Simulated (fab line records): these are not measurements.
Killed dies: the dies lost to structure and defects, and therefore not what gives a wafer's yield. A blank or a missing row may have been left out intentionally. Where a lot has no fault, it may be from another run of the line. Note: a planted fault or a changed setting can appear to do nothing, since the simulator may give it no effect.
Which tool is to blame? :: flow berkeley cmos170 :: 14 lots, 42 wafers sampled, at 2 steps of a route of 331

## WHAT THE GAUGES READ, wafer by wafer
UCB170_V2_THK_MEAS_04.
lot: L279
measured: day 8 02:46
on: film metro-01
V2_POLISHED_THK (nm): 998.7 999.2 999.8

lot: L282
measured: day 8 03:30
on: film metro-01
V2_POLISHED_THK (nm): 999.9 999.7 1000.0

lot: L286
measured: day 9 04:15
on: film metro-03
V2_POLISHED_THK (nm): 999.8 1000.5 999.6

lot: L283
measured: day 9 04:51
on: film metro-02
V2_POLISHED_THK (nm): 1001.9 1000.7 1000.0

lot: L285
measured: day 9 04:58
on: film metro-01
V2_POLISHED_THK (nm): 999.1 1000.9 998.6

lot: L288
measured: day 10 04:23
on: film metro-01
V2_POLISHED_THK (nm): 1001.6 999.7 999.5

lot: L287
measured: day 10 04:41
on: film metro-02
V2_POLISHED_THK (nm): 999.5 1000.0 1000.0

lot: L290
measured: day 10 23:36
on: film metro-01
V2_POLISHED_THK (nm): 1001.8 1000.8 1000.0

lot: L293
measured: day 10 23:43
on: film metro-03
V2_POLISHED_THK (nm): 1001.0 1001.4 1001.0

lot: L291
measured: day 11 00:17
on: film metro-03
V2_POLISHED_THK (nm): 999.2 1001.4 1000.0

lot: L296
measured: day 11 13:37
on: film metro-03
V2_POLISHED_THK (nm): 1000.0 1001.0 1001.0

lot: L299
measured: day 12 04:15
on: film metro-01
V2_POLISHED_THK (nm): 1350.1 1348.5 1352.4

lot: L301
measured: day 12 04:48
on: film metro-01
V2_POLISHED_THK (nm): 1000.2 1000.5 1001.5

lot: L300
measured: day 12 04:58
on: film metro-03
V2_POLISHED_THK (nm): 1341.8 1359.8 1347.3

## WHICH TOOL RAN EACH LOT (tool, then ch and the chambers of the sampled wafers, then the start)
lot: L279
UCB170_V2_CMP_02: cmp-02 ch 1,3, day 8 02:23

lot: L282
UCB170_V2_CMP_02: cmp-02 ch 0,1,3, day 8 03:05

lot: L286
UCB170_V2_CMP_02: cmp-02 ch 1,2,3, day 9 03:52

lot: L283
UCB170_V2_CMP_02: cmp-01 ch 1,2,3, day 9 04:34

lot: L285
UCB170_V2_CMP_02: cmp-02 ch 0,1, day 9 04:35

lot: L288
UCB170_V2_CMP_02: cmp-02 ch 0,1,2, day 10 03:58

lot: L287
UCB170_V2_CMP_02: cmp-02 ch 1,2,3, day 10 04:16

lot: L290
UCB170_V2_CMP_02: cmp-01 ch 0,1,2, day 10 23:18

lot: L293
UCB170_V2_CMP_02: cmp-02 ch 1,2,3, day 10 23:19

lot: L291
UCB170_V2_CMP_02: cmp-01 ch 0,2,3, day 10 23:51

lot: L296
UCB170_V2_CMP_02: cmp-01 ch 0,1,2, day 11 13:18

lot: L299
UCB170_V2_CMP_02: cmp-01 ch 0,1, day 12 03:29

lot: L301
UCB170_V2_CMP_02: cmp-02 ch 1,2,3, day 12 04:23

lot: L300
UCB170_V2_CMP_02: cmp-01 ch 0,3, day 12 04:34
- UCB170_V2_CMP_02: polishes SiO2.

## WHAT THE TOOLS THEMSELVES READ (means of the sampled wafers that have a number; where no wafer has one, the mark that the record gives instead)
UCB170_V2_CMP_02.
lot: L279
tool: cmp-02
edge zone pressure frac: 1.000
motor current A (A): 18.2

lot: L282
tool: cmp-02
edge zone pressure frac: 0.994
motor current A (A): 18.3

lot: L286
tool: cmp-02
edge zone pressure frac: 0.998
motor current A (A): 18.1

lot: L283
tool: cmp-01
edge zone pressure frac: 0.999
motor current A (A): 15.1

lot: L285
tool: cmp-02
edge zone pressure frac: 0.999
motor current A (A): 18.7

lot: L288
tool: cmp-02
edge zone pressure frac: 0.999
motor current A (A): 17.8

lot: L287
tool: cmp-02
edge zone pressure frac: 0.995
motor current A (A): 17.9

lot: L290
tool: cmp-01
edge zone pressure frac: 1.000
motor current A (A): 15.7

lot: L293
tool: cmp-02
edge zone pressure frac: 1.004
motor current A (A): 17.7

lot: L291
tool: cmp-01
edge zone pressure frac: 0.998
motor current A (A): 15.3

lot: L296
tool: cmp-01
edge zone pressure frac: 1.002
motor current A (A): 15.8

lot: L299
tool: cmp-01
edge zone pressure frac: 0.998
motor current A (A): 16.4

lot: L301
tool: cmp-02
edge zone pressure frac: 0.998
motor current A (A): 18.0

lot: L300
tool: cmp-01
edge zone pressure frac: 1.003
motor current A (A): 16.0

## THE ANSWER, worked out from the rows above alone
Rule: usual is defined by the lots themselves. Put in order of their means at a reading, lots are off if they are a third of the lots or fewer, leave a main group of 4 or more, and stand apart from it by a gap of 3 or more times the standard deviation of the main group's means; of several such gaps the widest counts. A main group is skipped when, at the precision printed for the reading in the tables above, its means are all equal. Also off: a lot with no number at a reading for which 4 or more lots have one. The other lots that the step has rows for count as sound. After the gauges, taken in route order, come the tools' own readings; for these a lot's mean is taken, as printed above. The first step at which some lot is off is used, and at that step the reading that is off furthest; a lot without a number counts as furthest.
Off: L299, L300, at UCB170_V2_THK_MEAS_04 (V2_POLISHED_THK). Main group: mean 1000.3 nm, sd 0.57.
If a tool, at a process step before that reading, ran all the lots that are off and no sound lot after the first of them, it fits. Those tools and the gauges at UCB170_V2_THK_MEAS_04 are tried in the same way. One candidate fits, namely cmp-01 at UCB170_V2_CMP_02. Its last sound lot is L296 (day 11 13:18), its first lot that is off L299 (day 12 03:29): a fault that began between those two fits.

## WHAT HAD BEEN PUT IN BY THE SIMULATOR
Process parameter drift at UCB170_V2_CMP_02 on cmp-01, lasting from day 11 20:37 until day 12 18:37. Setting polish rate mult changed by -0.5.
Struck lots among those shown: L299, L300. Same finding as the rule above.
